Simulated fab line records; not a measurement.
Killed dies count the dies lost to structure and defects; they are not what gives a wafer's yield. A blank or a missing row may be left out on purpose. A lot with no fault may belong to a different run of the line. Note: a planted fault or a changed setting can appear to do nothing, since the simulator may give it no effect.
fab line records	flow berkeleyCmos170
[record] lots = 5	wafers = 23
route steps=331 shown V2@301 M3@310
startH: hours from the record's opening day to when the first of the lot's shown wafers began	waitH: hours elapsed since this lot's preceding step	" repeats the value in the row above	L1.1+2: several wafers, shown together as one row	- value missing, or start not given	* or withheld: withheld	< > ~ a bound
route shown NAME@n: a module of which the file shows steps, and the number in the route of the first	usual: the fault-free wafers' mean and standard deviation	same: alike in all rows	chamber/n: place in a boat	sites: per-site readings	_std_site: standard deviation of those values	_edge_site: the outer-site mean with the inner-site mean subtracted	radiusMm: for every site, how far away it sits from the centre of the wafer	mask NAME#n: copy n	behind: the last tool/chamber to shape the wafer	hold: the reason the lot was held/the length of the hold in hours/how it ended	device: which transistor (n, p or np) failed to switch	end of line: at the end of the route, the tests of the same wafers	a step without rows: its recipe alone	killed: not the wafer's yield, but the dies lost to structure and defects at the first sort	map: dies across one wafer; x = killed, . = not, _ = none there
set.NAME: the setting as run; set.NAME@STEP: as run at that earlier step	model.NAME: the simulator's own value behind a step, which no gauge read
lots where settings were altered on purpose, with a table for each step and a row for each wafer
[[steps]]
[step UCB170_V2_EXPOSE_09]
[recipe] maskId = VIA2	targetCdNm = 700	na = 0.5	sigmaOuter = 0.6	sourceShape = conventional	doseMj = 37
lot.wafer	tool	chamber	startH	waitH	mask	set.doseMj
L075.1+2+5	krfScanner-01	0	166.88	0.3	VIA2#0	37
L079.1+3+4+5+6	krfScanner-02	0	198.81	0.1	VIA2#0	37
L080.1+4	krfScanner-01	0	199.07	0.2	VIA2#0	34.9
L080.3+5+6	"	0	"	"	VIA2#0	37
L083.1+3+4+5+6	krfScanner-01	0	205.46	0.2	VIA2#0	37
L084.2+4+6	krfScanner-01	0	212.35	0.2	VIA2#0	37
L084.3+5	"	0	"	"	VIA2#0	35.25
[step UCB170_V2_PEB_10]
[recipe] pebTempC = 129	pebTimeS = withheld	resist = KrF
[step UCB170_V2_DEVELOP_11]
[recipe] developer = TMAH	developTimeS = 45	resist = KrF	devTempC = 21
[step UCB170_V2_CD_MEAS_12]
[recipe] targetCdNm = 700
[usual] cdNm = 700.1/1.5
lot.wafer	tool	chamber	startH	waitH	set.doseMj@V2_EXPOSE_09	cdNm
L075.1	cdSem-02	-	167.44	-	37	700.5
L075.2	"	-	"	"	37	702.6
L075.5	"	-	"	"	37	701.3
L079.1	cdSem-01	-	199.20	-	37	698.6
L079.3	"	-	"	"	37	698.8
L079.4	"	-	"	"	37	698.9
L079.5	"	-	"	"	37	697.4
L079.6	"	-	"	"	37	698.2
L080.1	cdSem-02	-	199.46	-	34.9	689.1
L080.3	"	-	"	"	37	700.0
L080.4	"	-	"	"	34.9	688.8
L080.5	"	-	"	"	37	700.3
L080.6	"	-	"	"	37	698.6
L083.1	cdSem-02	-	205.85	-	37	701.7
L083.3	"	-	"	"	37	701.8
L083.4	"	-	"	"	37	702.5
L083.5	"	-	"	"	37	702.7
L083.6	"	-	"	"	37	703.1
L084.2	cdSem-01	-	212.75	-	37	700.6
L084.3	"	-	"	"	35.25	691.1
L084.4	"	-	"	"	37	699.6
L084.5	"	-	"	"	35.25	692.5
L084.6	"	-	"	"	37	699.2
[step UCB170_V2_ETCH_14]
[recipe] chemistry = CHF3/CF4/Ar	target = SiO2	stopOn = Al	CHF3_flow_sccm = 45	cf4FlowSccm = 15	Ar_flow_sccm = 150	pressureMtorr = 200	rfW = 700	targetDepthA = 12500	overEtchFrac = 0.25	timeS = 291
lot.wafer	tool	chamber	startH	waitH	set.doseMj@V2_EXPOSE_09	model.V2.cdNm
L075.1	rieDiel-01	1	167.60	0.0	37	699
L075.2	"	3	"	"	37	702.8
L075.5	"	2	"	"	37	702.3
L079.1	rieDiel-02	2	199.36	0.0	37	698.9
L079.3	"	1	"	"	37	700.2
L079.4	"	0	"	"	37	698.1
L079.5	"	1	"	"	37	698.7
L079.6	"	0	"	"	37	696.8
L080.1	rieDiel-01	0	199.62	0.0	34.9	689
L080.3	"	2	"	"	37	701.2
L080.4	"	3	"	"	34.9	690.7
L080.5	"	0	"	"	37	700.7
L080.6	"	2	"	"	37	699.2
L083.1	rieDiel-02	3	206.01	0.0	37	702.9
L083.3	"	0	"	"	37	700.6
L083.4	"	2	"	"	37	702.3
L083.5	"	3	"	"	37	704.5
L083.6	"	2	"	"	37	702.4
L084.2	rieDiel-01	0	212.89	0.0	37	700.8
L084.3	"	2	"	"	35.25	691.2
L084.4	"	2	"	"	37	700.6
L084.5	"	0	"	"	35.25	692.4
L084.6	"	3	"	"	37	699.5
[step UCB170_V2_STRIP_15]
[recipe] chemistry = O2	powerW = 400	pressureMtorr = 3500	platenTempC = withheld	o2FlowSccm = 400	overashFraction = 0.5
[step UCB170_V2_CD_MEAS_90]
[recipe] targetCdNm = 700
[usual] cdNm = 700.3/1.8
lot.wafer	tool	chamber	startH	waitH	set.doseMj@V2_EXPOSE_09	cdNm
L075.1	cdSem-02	-	167.88	0.1	37	698.9
L075.2	"	-	"	"	37	703.0
L075.5	"	-	"	"	37	702.7
L079.1	cdSem-01	-	199.64	0.1	37	698.7
L079.3	"	-	"	"	37	700.0
L079.4	"	-	"	"	37	698.0
L079.5	"	-	"	"	37	698.6
L079.6	"	-	"	"	37	697.2
L080.1	cdSem-01	-	199.90	0.1	34.9	688.8
L080.3	"	-	"	"	37	701.2
L080.4	"	-	"	"	34.9	691.0
L080.5	"	-	"	"	37	700.3
L080.6	"	-	"	"	37	699.0
L083.1	cdSem-01	-	206.29	0.1	37	702.8
L083.3	"	-	"	"	37	700.5
L083.4	"	-	"	"	37	702.6
L083.5	"	-	"	"	37	704.5
L083.6	"	-	"	"	37	702.5
L084.2	cdSem-01	-	213.19	0.1	37	700.7
L084.3	"	-	"	"	35.25	691.2
L084.4	"	-	"	"	37	700.6
L084.5	"	-	"	"	35.25	692.3
L084.6	"	-	"	"	37	699.8
[step UCB170_M3_SPUTTER_01]
[recipe] material = Al	targetThkNm = 900	timeS = 120	powerW = 6000	chamberPressurePa = 0.5
lot.wafer	tool	chamber	startH	waitH	set.powerW	model.Al_of_M3_SPUTTER_01.thkNm
L075.1	pvdSputter-04	-	168.07	0.0	6000	911.6
L075.2	"	-	"	"	6000	898.4
L075.5	"	-	"	"	6000	894
L079.1	pvdSputter-03	-	199.82	0.0	5652	850.1
L079.3	"	-	"	"	6000	905.7
L079.4	"	-	"	"	6000	915.4
L079.5	"	-	"	"	5652	860
L079.6	"	-	"	"	6000	907.8
L080.1	pvdSputter-01	-	200.08	0.0	5662	848
L080.3	"	-	"	"	6000	900.4
L080.4	"	-	"	"	6000	893.8
L080.5	"	-	"	"	6000	894.1
L080.6	"	-	"	"	5662	851.1
L083.1	pvdSputter-03	-	206.48	0.0	6000	882.5
L083.3	"	-	"	"	6494	959.9
L083.4	"	-	"	"	6494	967.1
L083.5	"	-	"	"	6000	886.7
L083.6	"	-	"	"	6000	887.3
L084.2	pvdSputter-04	-	213.35	0.0	6000	904.9
L084.3	"	-	"	"	6000	917.9
L084.4	"	-	"	"	6000	894.9
L084.5	"	-	"	"	6000	916.4
L084.6	"	-	"	"	6000	904.7
[step UCB170_M3_RS_MEAS_02]
[recipe] thkMeasGauge = four-point-probe	reads = Al_of_M3_SPUTTER_01
[usual] M3_AL_RS = 0.0322/0.00033
lot.wafer	tool	chamber	startH	waitH	set.powerW@M3_SPUTTER_01	M3_AL_RS[ohm/sq]
L075.1	filmMetro-04	-	168.15	0.0	6000	0.0317
L075.2	"	-	"	"	6000	0.0322
L075.5	"	-	"	"	6000	0.0324
L079.1	filmMetro-03	-	199.91	0.0	5652	0.0341
L079.3	"	-	"	"	6000	0.0320
L079.4	"	-	"	"	6000	0.0316
L079.5	"	-	"	"	5652	0.0337
L079.6	"	-	"	"	6000	0.0319
L080.1	filmMetro-03	-	200.17	0.0	5662	0.0341
L080.3	"	-	"	"	6000	0.0321
L080.4	"	-	"	"	6000	0.0324
L080.5	"	-	"	"	6000	0.0324
L080.6	"	-	"	"	5662	0.0340
L083.1	filmMetro-01	-	206.56	0.0	6000	0.0327
L083.3	"	-	"	"	6494	0.0302
L083.4	"	-	"	"	6494	0.0299
L083.5	"	-	"	"	6000	0.0327
L083.6	"	-	"	"	6000	0.0326
L084.2	filmMetro-04	-	213.46	0.1	6000	0.0320
L084.3	"	-	"	"	6000	0.0315
L084.4	"	-	"	"	6000	0.0324
L084.5	"	-	"	"	6000	0.0316
L084.6	"	-	"	"	6000	0.0319
[step UCB170_M3_THK_MEAS_03]
[recipe] thkMeasGauge = xrf	reads = Al_of_M3_SPUTTER_01
[usual] M3_AL_THK = 890/9.1
lot.wafer	tool	chamber	startH	waitH	set.powerW@M3_SPUTTER_01	M3_AL_THK[nm]
L075.1	filmMetro-04	-	168.27	0.1	6000	902
L075.2	"	-	"	"	6000	892
L075.5	"	-	"	"	6000	880
L079.1	filmMetro-03	-	200.03	0.1	5652	834
L079.3	"	-	"	"	6000	891
L079.4	"	-	"	"	6000	898
L079.5	"	-	"	"	5652	845
L079.6	"	-	"	"	6000	890
L080.1	filmMetro-03	-	200.29	0.1	5662	835
L080.3	"	-	"	"	6000	890
L080.4	"	-	"	"	6000	879
L080.5	"	-	"	"	6000	875
L080.6	"	-	"	"	5662	834
L083.1	filmMetro-01	-	206.68	0.1	6000	880
L083.3	"	-	"	"	6494	961
L083.4	"	-	"	"	6494	969
L083.5	"	-	"	"	6000	883
L083.6	"	-	"	"	6000	887
L084.2	filmMetro-04	-	213.57	0.1	6000	893
L084.3	"	-	"	"	6000	909
L084.4	"	-	"	"	6000	883
L084.5	"	-	"	"	6000	906
L084.6	"	-	"	"	6000	894
[step UCB170_M3_PEB_13]
[recipe] pebTempC = 130	pebTimeS = withheld	resist = KrF
lot.wafer	tool	chamber	startH	waitH	set.pebTempC
L075.1+2+5	lithoTrack-04	0	170.12	0.4	130
L079.1+3+4+5+6	lithoTrack-02	0	203.01	0.3	130
L080.1+4+6	lithoTrack-02	0	203.29	0.3	130
L080.3+5	"	0	"	"	132.9
L083.1+3+4+5+6	lithoTrack-01	0	208.90	0.2	130
L084.2+3+4+5+6	lithoTrack-02	0	216.51	0.8	130
[step UCB170_M3_DEVELOP_14]
[recipe] developer = TMAH	developTimeS = 42.86	resist = KrF	devTempC = 21
[step UCB170_M3_ETCH_17]
[recipe] chemistry = N2/H2	targetDepthA = withheld	overetchA = withheld	target = BARC	timeS = withheld	sourceW = 518.7	biasW = 100	pressureMtorr = 30	n2FlowSccm = 100	h2FlowSccm = 200
[step UCB170_M3_METAL_ETCH_18]
[recipe] chemistry = Cl2/BCl3	target = Al	stopOn = SiO2	pressureMtorr = 12	targetDepthA = 11700	overEtchFrac = 0.3	timeS = 195	icpW = 600	biasW = 120	Cl2_flow_sccm = 90	bcl3FlowSccm = 45
[usual] oesProductAu = 0.859/0.012
lot.wafer	tool	chamber	startH	waitH	set.powerW@M3_SPUTTER_01	oesProductAu
L075.1	rieMetal-01	1	170.69	-	6000	0.871
L075.2	"	0	"	"	6000	0.844
L075.5	"	0	"	"	6000	0.838
L079.1	rieMetal-04	0	203.51	-	5652	0.852
L079.3	"	0	"	"	6000	0.872
L079.4	"	0	"	"	6000	0.874
L079.5	"	0	"	"	5652	0.844
L079.6	"	0	"	"	6000	0.876
L080.1	rieMetal-01	1	203.76	-	5662	0.832
L080.3	"	1	"	"	6000	0.859
L080.4	"	0	"	"	6000	0.855
L080.5	"	0	"	"	6000	0.857
L080.6	"	1	"	"	5662	0.832
L083.1	rieMetal-01	1	209.37	-	6000	0.854
L083.3	"	0	"	"	6494	0.889
L083.4	"	1	"	"	6494	0.904
L083.5	"	1	"	"	6000	0.852
L083.6	"	0	"	"	6000	0.846
L084.2	rieMetal-01	1	216.96	-	6000	0.867
L084.3	"	0	"	"	6000	0.865
L084.4	"	1	"	"	6000	0.859
L084.5	"	1	"	"	6000	0.871
L084.6	"	0	"	"	6000	0.853
[[key]]
[split] step = UCB170_V2_EXPOSE_09	setting = doseMj	stated = 37	by = wafer
[response] step = UCB170_V2_CD_MEAS_12	reading = cdNm	change = +1.8	per = 1%	r = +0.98
[response] step = UCB170_V2_ETCH_14	reading = model.V2.cdNm	change = +1.83	per = 1%	r = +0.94
[response] step = UCB170_V2_CD_MEAS_90	reading = cdNm	change = +1.82	per = 1%	r = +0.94
[split] step = UCB170_M3_SPUTTER_01	setting = powerW	stated = 6000	by = wafer
[response] step = UCB170_M3_SPUTTER_01	reading = model.Al_of_M3_SPUTTER_01.thkNm	change = +9.17	per = 1%	r = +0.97
[response] step = UCB170_M3_RS_MEAS_02	reading = M3_AL_RS	change = -0.000329	per = 1%	r = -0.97
[response] step = UCB170_M3_THK_MEAS_03	reading = M3_AL_THK	change = +9.37	per = 1%	r = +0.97
[response] step = UCB170_M3_METAL_ETCH_18	reading = oesProductAu	change = +0.00501	per = 1%	r = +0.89
[split] step = UCB170_M3_PEB_13	setting = pebTempC	stated = 130	by = wafer
response none clear
